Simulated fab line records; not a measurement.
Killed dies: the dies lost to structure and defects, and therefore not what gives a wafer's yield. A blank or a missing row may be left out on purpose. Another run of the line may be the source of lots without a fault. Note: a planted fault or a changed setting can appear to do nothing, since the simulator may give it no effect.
fab line records	flow rit-cmos
[record] lots = 14	wafers = 42	last-day = 7
route steps=202 shown PWELL@40 M1@202
lots that met no fault: from a run of the same line without faults
start-h: start of the lot's first displayed wafer, in hours after the record's first day	wait-h: hours elapsed since this lot's preceding step	" repeats the value in the row above	L1.1+2: one row covering several wafers at once	- either no value or no given start	* or withheld: withheld	< > ~ a bound
route shown NAME@n: names a module that has steps shown in the file, with the first one's number in the route	usual: mean/standard deviation taken from wafers without a fault	same: alike in all rows	chamber/n: place in a boat	sites: readings site by site	_std_site: standard deviation across them	_edge_site: the outer-site mean with the inner-site mean subtracted	radius-mm: how far each site lies from the wafer's centre	mask NAME#n: copy n	behind: tool/chamber where the wafer was last shaped	hold: what put the lot on hold/how long, in hours/how the hold closed	device: the transistor (n, p or np) that didn't switch	end of line: tests run on the same wafers once the route is complete	where a step has no rows: the recipe by itself	killed: at the first sort, the dies lost to defects and structure; wafer yield is something else	map: per-die view of a wafer (x killed, . not killed, _ where there is no die)
set.NAME: the run value of the setting; set.NAME@STEP: its run value at that earlier step	model.NAME: the simulator's own value behind a step, which no gauge read
the route's steps for a sample of lots (tables are steps, rows are wafers)
[[steps]]
[step RIT_PWELL_COAT_01]
[recipe] resist = NOVOLAK	spin-rpm = 2000	resist-thk-nm = 1300
[usual] chill-plate-temp-C = 22.97/0.1	dispense-pressure-kPa = 52.0/1.6
lot.wafer	tool	chamber	start-h	wait-h	chill-plate-temp-C	dispense-pressure-kPa
L552.4	litho-track-03	0	23.02	0.1	22.88	52.2
L552.5	"	0	"	"	23.14	52.1
L552.6	"	0	"	"	22.83	52.2
L554.3	litho-track-03	0	32.86	0.1	22.92	52.2
L554.5	"	0	"	"	23.08	52.2
L554.6	"	0	"	"	23.10	52.2
L557.1	litho-track-01	-	48.68	0.1	-	-
L557.2	"	-	"	"	-	-
L557.4	"	-	"	"	-	-
L558.3	litho-track-04	-	53.56	0.1	-	-
L558.5	"	-	"	"	-	-
L558.6	"	-	"	"	-	-
L564.3	litho-track-03	0	84.43	0.1	23.04	52.2
L564.4	"	0	"	"	22.94	52.3
L564.5	"	0	"	"	23.01	52.2
L565.2	litho-track-03	0	88.70	0.1	23.00	52.3
L565.3	"	0	"	"	22.97	52.2
L565.6	"	0	"	"	22.82	52.2
L566.1	litho-track-03	0	93.26	0.1	23.09	52.2
L566.3	"	0	"	"	23.07	52.3
L566.4	"	0	"	"	22.86	52.2
L567.1	litho-track-03	0	98.94	0.1	23.04	52.2
L567.2	"	0	"	"	22.94	52.2
L567.5	"	0	"	"	22.93	52.2
L568.3	litho-track-01	0	103.91	0.1	22.86	49.4
L568.5	"	0	"	"	22.81	49.4
L568.6	"	0	"	"	22.95	49.4
L569.2	litho-track-01	0	107.59	0.1	23.08	49.4
L569.5	"	0	"	"	23.00	49.4
L569.6	"	0	"	"	23.22	49.4
L570.3	litho-track-04	0	113.76	0.1	23.10	53.3
L570.4	"	0	"	"	22.96	53.3
L570.6	"	0	"	"	22.91	53.3
L571.1	litho-track-01	0	117.85	0.1	22.89	49.4
L571.2	"	0	"	"	22.99	49.4
L571.6	"	0	"	"	22.87	49.4
L572.2	litho-track-01	0	121.93	0.1	23.16	49.4
L572.4	"	0	"	"	23.07	49.4
L572.5	"	0	"	"	23.16	49.4
L573.2	litho-track-04	0	128.22	0.1	22.99	53.3
L573.5	"	0	"	"	23.03	53.4
L573.6	"	0	"	"	22.95	53.3
[step RIT_PWELL_OVL_MEAS_06]
[usual] PWELL_OVL = 1.3/1.3
lot.wafer	tool	chamber	start-h	wait-h	PWELL_OVL[nm]
L552.4	overlay-01	-	23.82	-	2.7
L552.5	"	-	"	"	3.7
L552.6	"	-	"	"	3.8
L554.3	overlay-01	-	33.67	-	1.2
L554.5	"	-	"	"	3.5
L554.6	"	-	"	"	3.3
L557.1	overlay-01	-	49.41	-	-
L557.2	"	-	"	"	-
L557.4	"	-	"	"	-
L558.3	overlay-01	-	54.38	-	-
L558.5	"	-	"	"	-
L558.6	"	-	"	"	-
L564.3	overlay-01	-	85.26	-	-0.3
L564.4	"	-	"	"	0.1
L564.5	"	-	"	"	-1.1
L565.2	overlay-01	-	89.42	-	2.3
L565.3	"	-	"	"	2.4
L565.6	"	-	"	"	0.3
L566.1	overlay-01	-	93.99	-	2.0
L566.3	"	-	"	"	2.5
L566.4	"	-	"	"	2.3
L567.1	overlay-01	-	99.79	-	0.9
L567.2	"	-	"	"	0.3
L567.5	"	-	"	"	1.4
L568.3	overlay-01	-	104.60	-	1.5
L568.5	"	-	"	"	-0.8
L568.6	"	-	"	"	1.1
L569.2	overlay-01	-	108.43	-	-0.2
L569.5	"	-	"	"	2.7
L569.6	"	-	"	"	4.1
L570.3	overlay-02	-	114.45	-	0.3
L570.4	"	-	"	"	1.9
L570.6	"	-	"	"	-0.1
L571.1	overlay-01	-	118.58	-	-0.8
L571.2	"	-	"	"	1.4
L571.6	"	-	"	"	-0.2
L572.2	overlay-01	-	122.92	-	0.3
L572.4	"	-	"	"	0.0
L572.5	"	-	"	"	0.3
L573.2	overlay-02	-	129.05	-	1.1
L573.5	"	-	"	"	1.1
L573.6	"	-	"	"	0.9
[step RIT_M1_PROBE_99]
[usual] killed-at-contacts = 0.0/0.22	killed-at-front-end = 6.6/3	killed-dies = 6.6/3	killed-on-rim = 1.8/1.4	killed-open = 3.4/2	killed-short = 3.2/2
[same] gross-dies = 264	killed_at_M0_to_M3 = 0	killed_at_M4_up = 0	killed-at-back-side = 0	killed-at-other = 0
lot.wafer	tool	chamber	start-h	wait-h	killed-at-contacts	killed-at-front-end	killed-dies	killed-on-rim	killed-open	killed-short
L557.1	prober-02	-	88.04	0.1	0	264	264	70	3	7
L557.2	prober-02	-	88.09	0.1	0	264	264	70	2	3
L557.4	prober-02	-	88.19	0.2	0	264	264	70	8	4
L558.3	prober-01	-	94.47	0.2	0	264	264	70	2	3
L558.5	prober-01	-	94.57	0.2	0	264	264	70	3	1
L558.6	prober-01	-	94.62	0.2	0	264	264	70	7	5
L564.3	prober-01	-	122.85	0.2	0	1	1	1	0	1
L564.4	prober-01	-	122.90	0.2	0	7	7	3	3	4
L564.5	prober-01	-	122.95	0.2	0	5	5	2	3	2
L569.2	prober-01	-	144.62	0.1	0	8	8	1	4	4
L569.5	prober-01	-	144.77	0.2	0	4	4	1	1	3
L569.6	prober-01	-	144.82	0.2	0	9	9	0	3	6
// killed by level:class
L557.1 PWELL:area-expose=254 GATE:geometric-particle:short=4 GATE:geometric-particle:open=2 FOX1:geometric-particle:open=1 FOX2:geometric-particle:short=1 SPACER:geometric-particle:short=1 SILICIDE:geometric-particle:short=1
L557.2 PWELL:area-expose=259 GATE:geometric-particle:short=2 FOX1:geometric-particle:short=1 GATE:geometric-particle:open=1 SILICIDE:geometric-particle:open=1
L557.4 PWELL:area-expose=252 REOX:geometric-particle:open=3 FOX1:geometric-particle:open=2 FOX1:geometric-particle:short=2 GATE:geometric-particle:short=1 GATE:geometric-particle:open=1 SPACER:geometric-particle:open=1 SPACER:geometric-particle:short=1
L558.3 PWELL:area-expose=259 GATE:geometric-particle:short=3 FOX1:geometric-particle:open=1 FOX2:geometric-particle:open=1
L558.5 PWELL:area-expose=260 FOX2:geometric-particle:open=1 GATE:geometric-particle:open=1 SPACER:geometric-particle:open=1 SILICIDE:geometric-particle:short=1
L558.6 PWELL:area-expose=252 FOX1:geometric-particle:open=3 GATE:geometric-particle:open=3 FOX1:geometric-particle:short=1 FOX2:geometric-particle:short=1 FOX2:geometric-particle:open=1 REOX:geometric-particle:short=1 SPACER:geometric-particle:short=1
L564.3 GATE:geometric-particle:short=1
L564.4 GATE:geometric-particle:open=3 GATE:geometric-particle:short=2 FOX1:geometric-particle:short=1 REOX:geometric-particle:short=1
L564.5 GATE:geometric-particle:open=2 GATE:geometric-particle:short=1 REOX:geometric-particle:short=1 SPACER:geometric-particle:open=1
L569.2 GATE:geometric-particle:short=4 GATE:geometric-particle:open=2 FOX2:geometric-particle:open=1 SILICIDE:geometric-particle:open=1
L569.5 REOX:geometric-particle:short=2 FOX1:geometric-particle:short=1 REOX:geometric-particle:open=1
L569.6 FOX1:geometric-particle:short=3 GATE:geometric-particle:open=2 FOX2:geometric-particle:open=1 GATE:geometric-particle:short=1 REOX:geometric-particle:short=1 SILICIDE:geometric-particle:short=1
[[key]]
[first-sign] step = RIT_PWELL_COAT_01	reading = tool-record	direction = missing
[effect] step = RIT_PWELL_OVL_MEAS_06	reading = PWELL_OVL	direction = missing
[effect] step = RIT_M1_PROBE_99	reading = killed-at-front-end	direction = up	sigmas = 87	usual = 6.6	struck = 264
[more-kills-born-at] RIT_PWELL_EXPOSE_03@iline-stepper-02 = 771	RIT_PWELL_EXPOSE_03@iline-stepper-01 = 765
met-at RIT_PWELL_COAT_01
struck-lots L557,L558
tester-left-out L557,L558
[fault] kind = skipped-step-whole	tool = litho-track-01,litho-track-04	chamber = -	onset-h = 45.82	steps = RIT_PWELL_COAT_01	scope = struck-lots-only
// tester-left-out: of these lots the tester's yield and bins aren't shown, on N5 and GAA mostly nor the transistor test; their killed dies are dies lost to structure and defects alone, not to doping, threshold or leakage, so they don't give the yield
